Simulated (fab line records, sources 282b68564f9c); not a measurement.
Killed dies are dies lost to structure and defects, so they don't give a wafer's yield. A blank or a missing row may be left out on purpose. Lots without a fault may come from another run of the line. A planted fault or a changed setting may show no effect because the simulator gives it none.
A struck lot beside a sound one | flow rit_cmos | 14 steps out of a route of 202
Sound: wafers L158.2, L158.3, L158.5. Struck: wafers L162.2, L162.3, L162.5. The cause comes at the end.
At each step with rows: each side's tool, then ch and its chambers, then its first start. Under that, the readings that differ: sound wafers | struck wafers | difference of the means | sigmas: that difference in standard deviations of wafers without a fault.
alike: readings whose means differ by less than 2 such deviations, and words and numbers that are the same on both sides. not compared: withheld readings, readings that some wafer has no value for, bounds like >300 that may hide the same value, and numbers for which the record gives no deviation and whose values overlap.
The two part at a step that has a row with sigmas, a row that says differs or no value, or rows on one side only. Numbers that don't overlap but have no deviation are shown without sigmas and don't part them. A reading that every wafer of one side lacks parts them only if that side has two wafers or more.

first, 2 steps without rows for these wafers: RIT_NSD_PEB_04; RIT_NSD_DEVELOP_05 (develop time 50 s).
RIT_NSD_OVL_MEAS_06:
  sound on overlay-01, day 3 19:16; struck on overlay-02, day 4 17:25
  alike: NSD_OVL
then, 2 steps without rows for these wafers: RIT_NSD_HARDBAKE_07 (time 60 s); RIT_NSD_IMPLANT_08.
RIT_NSD_STRIP_09: strips in O2, time 180 s.
  sound on plasma_asher-04 ch 1, day 3 19:36; struck on plasma_asher-01 ch 0,1, day 4 17:44
  reading                     | sound       | struck      | difference | sigmas
  drypump_motor_current_A (A) | 5.9 5.9 5.9 | 4.9 5.0 4.9 | -1.0       | -2
  not compared: rf_hours_counter_h
RIT_NSD_TW_MEAS_10:
  sound on film_metro-01, day 3 19:47; struck on film_metro-02, day 4 17:56
  alike: NSD_TW
then, 5 steps without rows for these wafers: RIT_PSD_HMDS_00 (prime time 60 s); RIT_PSD_COAT_01 (resist thk 1000 nm); RIT_PSD_SOFTBAKE_02 (time 60 s); RIT_PSD_EXPOSE_03 (exposes mask M10, target cd 40900 nm); RIT_PSD_PEB_04.
RIT_PSD_DEVELOP_05: develop time 51.76 s.
  sound on litho_track-02 ch 0, day 3 20:00; struck on litho_track-01, day 4 18:00
  no value came back on the struck wafers for chill_plate_temp_C (C), develop_time_s (s); on the sound wafers chill_plate_temp_C (C) reads 22.94 23.12 22.97
RIT_PSD_OVL_MEAS_06:
  sound on overlay-01, day 3 20:52; struck on overlay-02, day 4 18:56
  reading      | sound          | struck | difference                    | sigmas
  PSD_OVL (nm) | -0.5 -0.2 -0.4 | - - -  | no value on the struck wafers |

WHERE THEY PART
First at RIT_NSD_STRIP_09; last, within this record, at RIT_PSD_OVL_MEAS_06.

WHY: what the simulator had put in
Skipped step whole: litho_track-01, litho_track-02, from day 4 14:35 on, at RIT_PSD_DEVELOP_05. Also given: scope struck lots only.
